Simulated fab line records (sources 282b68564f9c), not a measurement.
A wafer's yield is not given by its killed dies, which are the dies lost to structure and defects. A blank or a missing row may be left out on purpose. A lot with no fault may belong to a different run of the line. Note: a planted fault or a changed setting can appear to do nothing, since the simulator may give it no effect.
A struck lot beside a sound one -- flow rit cmos -- 18 steps out of a route of 202
Sound: the wafers L605.1, L605.4, L605.6. Struck: wafers L618.2, L618.4, L618.5. Last of all comes the cause.
Each step with rows lists, per side, the tool, then ch with its chambers, then its first start. Under that, the readings that differ: sound wafers -- struck wafers -- difference of the means -- sigmas: that difference in standard deviations of wafers without a fault.
alike: words and numbers the same on both sides, and readings whose means are apart by under 2 such deviations; not compared: readings that were withheld, readings missing a value for some wafer, numbers with overlapping values and no deviation given by the record, and bounds like >300 which may hide the same value.
Wherever a step has rows on one side only, a row that says differs or no value, or a row with sigmas, the two part there. Numbers that don't overlap but have no deviation are shown without sigmas and don't part them. A reading missing from all wafers of one side parts the sides only when that side holds two or more wafers.

first, 4 steps without rows for these wafers: RIT_PSD_SOFTBAKE_02 (time 60 s); RIT_PSD_EXPOSE_03 (exposes mask M10, target cd 40900 nm); RIT_PSD_PEB_04; RIT_PSD_DEVELOP_05 (develop time 50 s).
RIT_PSD_OVL_MEAS_06:
  sound on overlay-01 at day 4 09:56; struck on overlay-02 at day 7 04:17
  alike: PSD_OVL
then, 2 steps without rows for these wafers: RIT_PSD_HARDBAKE_07 (time 60 s); RIT_PSD_IMPLANT_08.
RIT_PSD_STRIP_09: strips in O2, time 180 s.
  sound on plasma asher-02 ch 0,1, day 4 10:16; struck on plasma asher-01 ch 0,1, day 7 04:37
  alike: drypump motor current A
  not compared: rf hours counter h
RIT_PSD_TW_MEAS_10:
  sound on film metro-04 at day 4 10:26; struck on film metro-01 at day 7 04:47
  alike: PSD_TW
then, 3 steps without rows for these wafers: RIT_SDANNEAL_CLEAN_00 (cleans in SC1, time 600 s); RIT_SDANNEAL_CLEAN_01 (cleans in dHF, time 30 s); RIT_SDANNEAL_CLEAN_02 (cleans in SC2, time 600 s).
RIT_SDANNEAL_RTA_03: time 5 s.
  sound on rtp anneal-02 ch 0, day 4 11:04; struck on rtp anneal-01 ch 0, day 7 05:34
reading,sound,struck,difference,sigmas
wafer_temp_C_max,1052.2 1053.5 1052.5,1045.1 1046.6 1046.5,-6.7,-7
RIT_SDANNEAL_RS_MEAS_04: measurement is done with a four-point probe.
  sound on film metro-01 at day 4 11:07; struck on film metro-01 at day 7 05:38
reading,sound,struck,difference,sigmas
PSD_RS (ohm/sq),115.8 115.6 116.0,121.6 121.4 121.2,+5.6,+17
RIT_SDANNEAL_RS_MEAS_05: measurement is done with a four-point probe.
  sound on film metro-01 at day 4 11:14; struck on film metro-01 at day 7 05:46
  alike: NSD_RS
RIT_SDANNEAL_RS_MEAS_06: measurement is done with a four-point probe.
  sound on film metro-01 at day 4 11:22; struck on film metro-01 at day 7 05:53
reading,sound,struck,difference,sigmas
PLDD_RS (ohm/sq),179.4 179.3 179.7,185.0 185.0 184.8,+5.5,+9
RIT_SDANNEAL_RS_MEAS_07: measurement is done with a four-point probe.
  sound on film metro-01 at day 4 11:29; struck on film metro-01 at day 7 06:00
  alike: NLDD_RS
RIT_M1_PROBE_99:
  sound on prober-02 at day 4 22:22; struck on prober-01 at day 7 14:43
reading,sound,struck,difference,sigmas
model.etest.pmos turned.r on ohm um,3416 3427 3435,3948 3973 3903,+515,
model.etest.pmos_0p15.r on ohm um,2713 2724 2788,3010 3097 3052,+311,
model.etest.pmos turned.drive ua um,192.4 189.7 189.3,152.7 151.7 155.6,-37.1,
model.etest.contact pplus.end ohm um,44.34 44.68 43.89,48.79 48.38 50.24,+4.83,
model.etest.vpnp.gain,1.04 1.025 1.025,0.9045 0.8855 0.8966,-0.1345,
model.etest.diode pplus nwell.cj ff um2,1.7 1.713 1.721,1.723 1.723 1.723,+0.012,
  alike: killed_at_M0_to_M3, killed at contacts, killed at front end, killed dies, killed open, killed short
  not compared: model.etest.contact nplus.end ohm um, model.etest.diode pplus comb.cj ff um2

== WHERE THEY PART ==
First at RIT_SDANNEAL_RTA_03; last, within this record, at RIT_SDANNEAL_RS_MEAS_06. Later steps at which nothing parts them and some readings are alike: RIT_SDANNEAL_RS_MEAS_07, RIT_M1_PROBE_99.

WHY: what had been put in by the simulator
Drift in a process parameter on rtp anneal-01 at RIT_SDANNEAL_RTA_03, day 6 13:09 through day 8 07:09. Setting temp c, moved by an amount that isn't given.
